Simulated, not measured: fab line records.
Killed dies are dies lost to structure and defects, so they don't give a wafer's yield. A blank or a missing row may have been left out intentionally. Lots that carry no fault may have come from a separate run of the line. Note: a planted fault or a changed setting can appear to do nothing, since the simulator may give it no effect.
Struck lot and sound lot, side by side	flow rit-cmos	43 out of 202 route steps
Sound: the wafers L235.3, L235.4, L235.6. Wafers struck: L247.1, L247.3, L247.6. The cause is given at the end.
Order at every step that has rows: each side's tool, ch and its chambers, its first start. Under that, the readings that differ: sound wafers	struck wafers	difference of the means	sigmas: that difference in standard deviations of wafers without a fault.
alike: readings with means less than 2 such deviations apart, plus words and numbers identical on both sides. not compared: withheld readings, readings lacking a value on some wafer, bounds such as >300 that could conceal the same value, and numbers that have no deviation in the record and whose values overlap.
A row with sigmas, a row that says differs or no value, or rows on one side alone: a step with any of these is where the two part. Numbers that have no deviation but don't overlap get no sigmas and don't part them. A reading that every wafer of one side lacks parts them only if that side has two wafers or more.

first, 2 steps without rows for these wafers: RIT_SDANNEAL_CLEAN_02 (cleans in SC2, time 600 s); RIT_SDANNEAL_RTA_03 (time 5 s).
RIT_SDANNEAL_RS_MEAS_04: the measuring method here is four-point-probe.
  sound on film-metro-02 at day 3 23:17; struck on film-metro-02 at day 6 09:52
  alike: PSD_RS
RIT_SDANNEAL_RS_MEAS_05: the measuring method here is four-point-probe.
  sound on film-metro-02 at day 3 23:24; struck on film-metro-02 at day 6 09:59
reading	sound	struck	difference	sigmas
NSD_RS (ohm/sq)	84.35 84.09 84.22	84.82 85.13 85.18	+0.82	+3
RIT_SDANNEAL_RS_MEAS_06: the measuring method here is four-point-probe.
  sound on film-metro-02 at day 3 23:31; struck on film-metro-02 at day 6 10:07
  alike: PLDD_RS
RIT_SDANNEAL_RS_MEAS_07: the measuring method here is four-point-probe.
  sound on film-metro-02 at day 3 23:38; struck on film-metro-02 at day 6 10:14
  alike: NLDD_RS
then, 1 step without rows for these wafers: RIT_SILICIDE_WET_ETCH_00 (etches SiO2 in BOE, target depth 14 nm, time 15 s).
RIT_SILICIDE_SPUTTER_01: material Ti, target thk 30 nm, time 240 s.
  sound on pvd-sputter-01 at day 3 23:44; struck on pvd-sputter-04 at day 6 10:22
  alike: cathode-dc-power-W, throttle-valve-pct
RIT_SILICIDE_RS_MEAS_02: the measuring method here is four-point-probe.
  sound on film-metro-04 at day 3 23:55; struck on film-metro-04 at day 6 10:31
  alike: SILICIDE_TI_RS
RIT_SILICIDE_THK_MEAS_03: measures by xrf.
  sound on film-metro-04 at day 4 00:01; struck on film-metro-04 at day 6 10:38
  alike: SILICIDE_TI_THK
RIT_SILICIDE_RTA_04: time 10 s, ramp up 5 s, ramp down 5 s.
  sound on rtp-anneal-01 ch 0, day 4 00:05; struck on rtp-anneal-01 ch 0, day 6 10:42
  alike: anneal-temp-c-max, wafer_temp_C_max
then, 1 step without rows for these wafers: RIT_SILICIDE_WET_ETCH_05 (etches Ti in SPM, time 120 s).
RIT_SILICIDE_RTA_06: time 10 s, ramp up 5 s, ramp down 10 s.
  sound on rtp-anneal-02 ch 0, day 4 00:11; struck on rtp-anneal-02 ch 0, day 6 10:49
  alike: anneal-temp-c-max, wafer_temp_C_max
RIT_CONTACT_CVD_00: deposits SiO2 from TEOS, target thk 400 nm, time 61 s.
  sound on pecvd-04 ch 0,1, day 4 00:14; struck on pecvd-04 ch 0,1,2, day 6 10:52
  alike: heater-power-w, rf-fwd-power-W
  not compared: since-wet-clean-h
RIT_CONTACT_THK_MEAS_01:
  sound on film-metro-04 at day 4 00:19; struck on film-metro-04 at day 6 10:55
  alike: CONTACT_TEOS_THK
then, 6 steps without rows for these wafers: RIT_CONTACT_HMDS_02 (prime time 60 s); RIT_CONTACT_COAT_03 (resist thk 1000 nm); RIT_CONTACT_SOFTBAKE_04 (time 60 s); RIT_CONTACT_EXPOSE_05 (exposes mask M11, target cd 1000 nm); RIT_CONTACT_PEB_06; RIT_CONTACT_DEVELOP_07 (develop time 120 s).
RIT_CONTACT_CD_MEAS_08 targets a cd of 1000 nm.
  sound on cd-sem-01 at day 4 01:29; struck on cd-sem-02 at day 6 12:08
  alike: cd-nm
RIT_CONTACT_OVL_MEAS_09:
  sound on overlay-01 at day 4 01:34; struck on overlay-01 at day 6 12:15
  alike: CONTACT_OVL
then, 1 step without rows for these wafers: RIT_CONTACT_HARDBAKE_10 (time 60 s).
RIT_CONTACT_ETCH_11: etches SiO2 in CHF3/CF4/Ar, stops on TiSi2, target depth 480 nm, time 320 s.
  sound on rie-diel-02 ch 2,3, day 4 01:45; struck on rie-diel-02 ch 0,1, day 6 12:26
  alike: drypump-motor-current-A, oes-product-au, rf-fwd-power-W, throttle-valve-pct
  not compared: rf-hours-counter-h
RIT_CONTACT_STRIP_12: strips in O2, time 180 s.
  sound on plasma-asher-03 ch 0,1, day 4 02:00; struck on plasma-asher-04 ch 1, day 6 12:38
  alike: drypump-motor-current-A
  not compared: rf-hours-counter-h
RIT_CONTACT_CD_MEAS_90 targets a cd of 1000 nm.
  sound on cd-sem-02 at day 4 02:10; struck on cd-sem-01 at day 6 12:49
  alike: cd-nm
then, 3 steps without rows for these wafers: RIT_CONTACT_CLEAN_13 (cleans in SC1, time 600 s); RIT_CONTACT_CLEAN_14 (cleans in SC2, time 600 s); RIT_M1_SPUTTER_00 (material Al, target thk 400 nm, time 500 s).
RIT_M1_RS_MEAS_01: the measuring method here is four-point-probe.
  sound on film-metro-02 at day 4 02:55; struck on film-metro-01 at day 6 13:34
  alike: M1_AL_RS
RIT_M1_THK_MEAS_02: measures by xrf.
  sound on film-metro-02 at day 4 03:01; struck on film-metro-01 at day 6 13:41
  alike: M1_AL_THK
then, 6 steps without rows for these wafers: RIT_M1_HMDS_03 (prime time 60 s); RIT_M1_COAT_04 (resist thk 1312 nm); RIT_M1_SOFTBAKE_05 (time 60 s); RIT_M1_EXPOSE_06 (exposes mask M12, target cd 2600 nm); RIT_M1_PEB_07; RIT_M1_DEVELOP_08 (develop time 68 s).
RIT_M1_CD_MEAS_09 targets a cd of 2600 nm.
  sound on cd-sem-01 at day 4 04:07; struck on cd-sem-01 at day 6 15:00
  alike: cd-nm
RIT_M1_OVL_MEAS_10:
  sound on overlay-02 at day 4 04:12; struck on overlay-01 at day 6 15:07
  alike: M1_OVL
then, 2 steps without rows for these wafers: RIT_M1_HARDBAKE_11 (time 120 s); RIT_M1_METAL_ETCH_12 (etches Al in Cl2/BCl3, stops on SiO2, time 165 s, target depth 600 nm).
RIT_M1_PROBE_99:
  sound on prober-01 at day 4 07:03; struck on prober-01 at day 6 18:22
reading	sound	struck	difference	sigmas
killed_at_M0_to_M3	0 1 0	0 0 0	+0	-2
model.etest.npoly-sal.rs-ohm-sq	4.189 4.224 4.221	4.049 4.159 4.042	-0.128	
model.etest.pplus-sal.rs-ohm-sq	4.165 4.199 4.19	3.998 4.13 4.05	-0.125	
model.etest.pplus-sal.line-ohm-um	1.203 1.205 1.213	1.152 1.202 1.155	-0.037	
model.etest.nplus-sal.line-ohm-um	1.202 1.213 1.218	1.163 1.168 1.16	-0.047	
  alike: killed-at-contacts, killed-at-front-end, killed-dies, killed-open, killed-short
  not compared: model.etest.nplus-sal.rs-ohm-sq, model.etest.ppoly-sal.rs-ohm-sq

== WHERE THEY PART ==
At RIT_SDANNEAL_RS_MEAS_05 first; at RIT_M1_PROBE_99 last (within this record only).

WHY: what the simulator had put in
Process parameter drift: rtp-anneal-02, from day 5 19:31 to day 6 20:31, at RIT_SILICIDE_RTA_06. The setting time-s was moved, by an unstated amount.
